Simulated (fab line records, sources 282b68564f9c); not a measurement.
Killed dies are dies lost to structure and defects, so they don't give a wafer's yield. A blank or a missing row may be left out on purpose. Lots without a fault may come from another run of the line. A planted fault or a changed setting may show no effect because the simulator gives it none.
fab line records | flow rit_cmos | part 2 of 2: steps 32 to 43 of 43
record lots=5 wafers=15 last_day=8
route steps=202 shown ACTIVE@1 FOX1@20 FOX2@23 NWELL@28 PWELL@39
lots that met no fault: from a run of the same line without faults
start_h: hours from the record's first day to the start of the lot's first wafer shown | wait_h: hours since the lot's step before | " the same as in the row above | L1.1+2: a row that stands for several wafers | - no value, or no start given | * or withheld: withheld | < > ~ a bound
route shown NAME@n: a module of which the file shows steps, and the number in the route of the first | usual: mean/standard deviation of fault-free wafers | same: alike in all rows | chamber/n: place in a boat | sites: the reading at each site | _std_site: their standard deviation | _edge_site: outer sites' mean less inner sites' | radius_mm: how far each site lies from the wafer's centre | mask NAME#n: copy n | behind: the tool/chamber that last shaped the wafer | hold: why the lot was held/for how many hours/how that ended | device: the transistor (n, p or np) that didn't switch | end of line: the same wafers' tests at the end of the route | a step without rows: its recipe alone | killed: dies lost to structure and defects at the first sort, not the wafer's yield | map: a wafer's dies, x killed, . not, _ none there
set.NAME: the setting as run; set.NAME@STEP: as run at that earlier step | model.NAME: the simulator's own value behind a step, which no gauge read
lots at some steps of the route; a table a step, a row a wafer
services: from which hour (start_h, from the record's first day; less than 0 if before it) a tool's chamber was out of use, for how many hours, and why
## steps
# step RIT_NWELL_PEB_04
# recipe resist=NOVOLAK temp_c=withheld time_s=withheld
# usual exhaust_pa=44.9/1
# columns lot.wafer tool chamber start_h wait_h exhaust_pa
L074.1 litho_track-03 0 20.07 0.1 44.0
L074.2 " 0 " " 44.6
L074.5 " 0 " " 45.0
L081.2 litho_track-03 0 56.30 0.1 44.1
L081.5 " 0 " " 43.6
L081.6 " 0 " " 44.2
L084.1 litho_track-01 0 69.87 0.1 45.8
L084.2 " 0 " " 43.9
L084.5 " 0 " " 45.2
L092.1 litho_track-01 0 110.98 0.1 44.2
L092.2 " 0 " " 42.7
L092.4 " 0 " " 43.2
L097.1 litho_track-03 0 138.72 0.1 44.6
L097.2 " 0 " " 44.9
L097.5 " 0 " " 45.2
# step RIT_NWELL_DEVELOP_05
# recipe resist=NOVOLAK develop_time_s=68 dev_temp_c=23.36
# usual exhaust_pa=44.9/1
# columns lot.wafer tool chamber start_h wait_h exhaust_pa
L074.1 litho_track-03 0 - - 44.0
L074.2 " 0 " " 43.8
L074.5 " 0 " " 45.0
L081.2 litho_track-03 0 - - 45.4
L081.5 " 0 " " 44.3
L081.6 " 0 " " 45.1
L084.1 litho_track-01 0 - - 45.2
L084.2 " 0 " " 46.5
L084.5 " 0 " " 46.9
L092.1 litho_track-01 0 - - 45.9
L092.2 " 0 " " 43.8
L092.4 " 0 " " 44.5
L097.1 litho_track-03 0 - - 44.7
L097.2 " 0 " " 44.6
L097.5 " 0 " " 46.2
# step RIT_NWELL_OVL_MEAS_06
# usual NWELL_OVL=1.4/1.5
# columns lot.wafer tool chamber start_h wait_h NWELL_OVL[nm]
L074.1 overlay-02 - 20.38 - 0.9
L074.2 " - " " 0.7
L074.5 " - " " 0.0
L081.2 overlay-01 - 56.59 - 1.8
L081.5 " - " " 2.5
L081.6 " - " " 1.1
L084.1 overlay-01 - 70.18 - 0.4
L084.2 " - " " 0.6
L084.5 " - " " 1.2
L092.1 overlay-01 - 111.29 - 3.1
L092.2 " - " " 3.7
L092.4 " - " " 1.2
L097.1 overlay-02 - 139.03 - 0.7
L097.2 " - " " 2.2
L097.5 " - " " 0.4
# step RIT_NWELL_HARDBAKE_07
# recipe resist=NOVOLAK temp_c=140 time_s=120
# usual exhaust_pa=45.0/0.8
# columns lot.wafer tool chamber start_h wait_h exhaust_pa
L074.1 litho_track-01 0 20.42 0.0 45.0
L074.2 " 0 " " 45.1
L074.5 " 0 " " 45.8
L081.2 litho_track-01 0 56.66 0.1 44.5
L081.5 " 0 " " 46.0
L081.6 " 0 " " 44.5
L084.1 litho_track-04 0 70.37 0.2 44.6
L084.2 " 0 " " 44.7
L084.5 " 0 " " 45.1
L092.1 litho_track-04 0 111.43 0.1 44.7
L092.2 " 0 " " 46.0
L092.4 " 0 " " 45.7
L097.1 litho_track-04 0 139.07 0.0 44.3
L097.2 " 0 " " 43.1
L097.5 " 0 " " 43.1
# step RIT_NWELL_IMPLANT_08
# recipe species=P energy_kev=170 dose_cm2=5e+13 tilt_deg=7
# usual end_station_pressure_torr=5.13e-06/2.5e-07
# columns lot.wafer tool chamber start_h wait_h end_station_pressure_torr
L074.1 implanter-03 0 20.67 0.2 5.01e-06
L074.2 " 0 " " 4.91e-06
L074.5 " 0 " " 5.08e-06
L081.2 implanter-01 0 56.90 0.2 5.11e-06
L081.5 " 0 " " 5.16e-06
L081.6 " 0 " " 4.98e-06
L084.1 implanter-03 0 70.62 0.2 5.4e-06
L084.2 " 0 " " 5.02e-06
L084.5 " 0 " " 5.4e-06
L092.1 implanter-02 0 111.68 0.2 5.17e-06
L092.2 " 0 " " 4.76e-06
L092.4 " 0 " " 5.27e-06
L097.1 implanter-03 0 139.32 0.2 5.01e-06
L097.2 " 0 " " 4.7e-06
L097.5 " 0 " " 4.71e-06
# step RIT_NWELL_STRIP_09
# recipe chemistry=O2 time_s=180 resist=NOVOLAK platen_temp_c=withheld power_w=500 pressure_mtorr=4000 o2_flow_sccm=4000
# usual drypump_motor_current_A=5.8/0.51
# columns lot.wafer tool chamber start_h wait_h drypump_motor_current_A rf_hours_counter_h
L074.1 plasma_asher-03 0 20.82 0.1 6.5 23
L074.2 " 1 " " 5.7 23
L074.5 " 1 " " 5.7 -
L081.2 plasma_asher-01 0 57.02 0.1 5.3 36
L081.5 " 0 " " 5.3 -
L081.6 " 1 " " 5.2 -
L084.1 plasma_asher-01 1 70.77 0.1 5.2 38
L084.2 " 0 " " 5.3 38
L084.5 " 1 " " 5.2 -
L092.1 plasma_asher-03 0 111.83 0.1 6.5 33
L092.2 " 1 " " 5.7 33
L092.4 " 1 " " 5.7 -
L097.1 plasma_asher-03 1 139.47 0.1 5.7 36
L097.2 " 0 " " 6.5 36
L097.5 " 1 " " 5.7 -
# step RIT_NWELL_TW_MEAS_10
# usual NWELL_TW=2138/13
# columns lot.wafer tool chamber start_h wait_h NWELL_TW
L074.1 film_metro-01 - 20.99 0.1 2136
L074.2 " - " " 2140
L074.5 " - " " 2136
L081.2 film_metro-02 - 57.21 0.1 2151
L081.5 " - " " 2134
L081.6 " - " " 2151
L084.1 film_metro-04 - 70.95 0.1 2138
L084.2 " - " " 2136
L084.5 " - " " 2128
L092.1 film_metro-02 - 112.00 0.1 2148
L092.2 " - " " 2141
L092.4 " - " " 2151
L097.1 film_metro-04 - 139.64 0.1 2131
L097.2 " - " " 2131
L097.5 " - " " 2130
# step RIT_PWELL_HMDS_00
# recipe prime_time_s=60 prime_temp_c=140
# usual exhaust_pa=45.0/0.83
# columns lot.wafer tool chamber start_h wait_h exhaust_pa
L074.1 litho_track-01 0 21.12 0.1 44.6
L074.2 " 0 " " 43.7
L074.5 " 0 " " 43.2
L081.2 litho_track-04 0 57.28 0.1 45.3
L081.5 " 0 " " 45.4
L081.6 " 0 " " 46.1
L084.1 litho_track-02 0 71.01 0.1 44.7
L084.2 " 0 " " 43.3
L084.5 " 0 " " 45.9
L092.1 litho_track-01 0 112.06 0.1 45.2
L092.2 " 0 " " 46.0
L092.4 " 0 " " 44.9
L097.1 litho_track-02 0 139.70 0.1 43.7
L097.2 " 0 " " 44.9
L097.5 " 0 " " 45.3
# step RIT_PWELL_COAT_01
# recipe resist=NOVOLAK spin_rpm=2000 resist_thk_nm=1300
# usual exhaust_pa=45.1/0.84
# columns lot.wafer tool chamber start_h wait_h exhaust_pa
L074.1 litho_track-01 0 21.27 0.1 44.0
L074.2 " 0 " " 44.5
L074.5 " 0 " " 46.0
L081.2 litho_track-04 0 57.43 0.1 44.7
L081.5 " 0 " " 45.1
L081.6 " 0 " " 44.3
L084.1 litho_track-02 0 71.16 0.1 45.9
L084.2 " 0 " " 46.0
L084.5 " 0 " " 45.4
L092.1 litho_track-01 0 112.21 0.1 44.5
L092.2 " 0 " " 43.9
L092.4 " 0 " " 44.7
L097.1 litho_track-02 0 139.85 0.1 43.6
L097.2 " 0 " " 43.5
L097.5 " 0 " " 43.5
# step RIT_PWELL_SOFTBAKE_02
# recipe resist=NOVOLAK temp_c=90 time_s=60
# usual exhaust_pa=45.1/0.89
# columns lot.wafer tool chamber start_h wait_h exhaust_pa
L074.1 litho_track-01 0 21.42 0.1 44.9
L074.2 " 0 " " 44.7
L074.5 " 0 " " 45.4
L081.2 litho_track-04 0 57.58 0.1 45.6
L081.5 " 0 " " 47.3
L081.6 " 0 " " 45.8
L084.1 litho_track-02 0 71.31 0.1 43.4
L084.2 " 0 " " 44.2
L084.5 " 0 " " 44.7
L092.1 litho_track-01 0 112.36 0.1 45.4
L092.2 " 0 " " 46.8
L092.4 " 0 " " 45.0
L097.1 litho_track-02 0 140.00 0.1 44.5
L097.2 " 0 " " 44.7
L097.5 " 0 " " 44.9
# step RIT_PWELL_EXPOSE_03
# recipe mask_id=M3 na=0.57 target_cd_nm=43700 dose_mj=250
# columns lot.wafer tool chamber start_h wait_h mask
L074.1+2+5 iline_stepper-02 0 21.69 0.2 M3#0
L081.2+5+6 iline_stepper-02 0 57.73 0.1 M3#0
L084.1+2+5 iline_stepper-02 0 71.58 0.2 M3#0
L092.1+2+4 iline_stepper-01 0 112.51 0.1 M3#0
L097.1+2+5 iline_stepper-02 0 140.15 0.1 M3#0
# step RIT_PWELL_PEB_04
# recipe resist=NOVOLAK temp_c=withheld time_s=withheld
# usual exhaust_pa=45.2/0.81
# columns lot.wafer tool chamber start_h wait_h exhaust_pa
L074.1 litho_track-01 0 21.81 0.1 45.6
L074.2 " 0 " " 44.9
L074.5 " 0 " " 45.4
L081.2 litho_track-01 0 57.85 0.1 44.4
L081.5 " 0 " " 44.9
L081.6 " 0 " " 45.5
L084.1 litho_track-02 0 71.80 0.2 46.5
L084.2 " 0 " " 45.9
L084.5 " 0 " " 45.9
L092.1 litho_track-01 0 112.63 0.1 45.1
L092.2 " 0 " " 44.6
L092.4 " 0 " " 44.9
L097.1 litho_track-04 0 140.27 0.1 47.7
L097.2 " 0 " " 45.8
L097.5 " 0 " " 46.4
## services
# columns tool chamber start_h hours kind
implanter-03 - -10.11 4.8 pm
implanter-03 - -3.09 1.6 repair
plasma_asher-03 - 7.97 3.3 repair
plasma_asher-02 - 23.58 2.8 pm
iline_stepper-02 - 35.18 1.7 pm
rie_diel-04 0 48.14 1.9 repair
furnace-01 - 54.76 3.2 pm
plasma_asher-04 - 57.82 14.6 pm
wet_bench-02 - 60.32 4.4 pm
plasma_asher-04 - 74.78 2.2 repair
furnace-03 - 74.78 3.3 pm
plasma_asher-02 - 77.73 3.1 repair
rie_diel-04 0 85.20 5.6 repair
iline_stepper-01 - 91.27 1.7 pm
furnace-02 - 97.05 3.2 pm
implanter-03 - 97.79 1.2 repair
plasma_asher-01 - 98.54 2.8 pm
plasma_asher-01 - 108.75 9.0 pm
plasma_asher-01 - 109.09 9.1 repair
plasma_asher-04 - 114.19 2.8 repair
rie_diel-04 1 115.23 7.2 repair
plasma_asher-04 - 129.31 4.3 pm
furnace-02 - 132.05 2.5 pm
furnace-04 - 135.60 2.5 pm
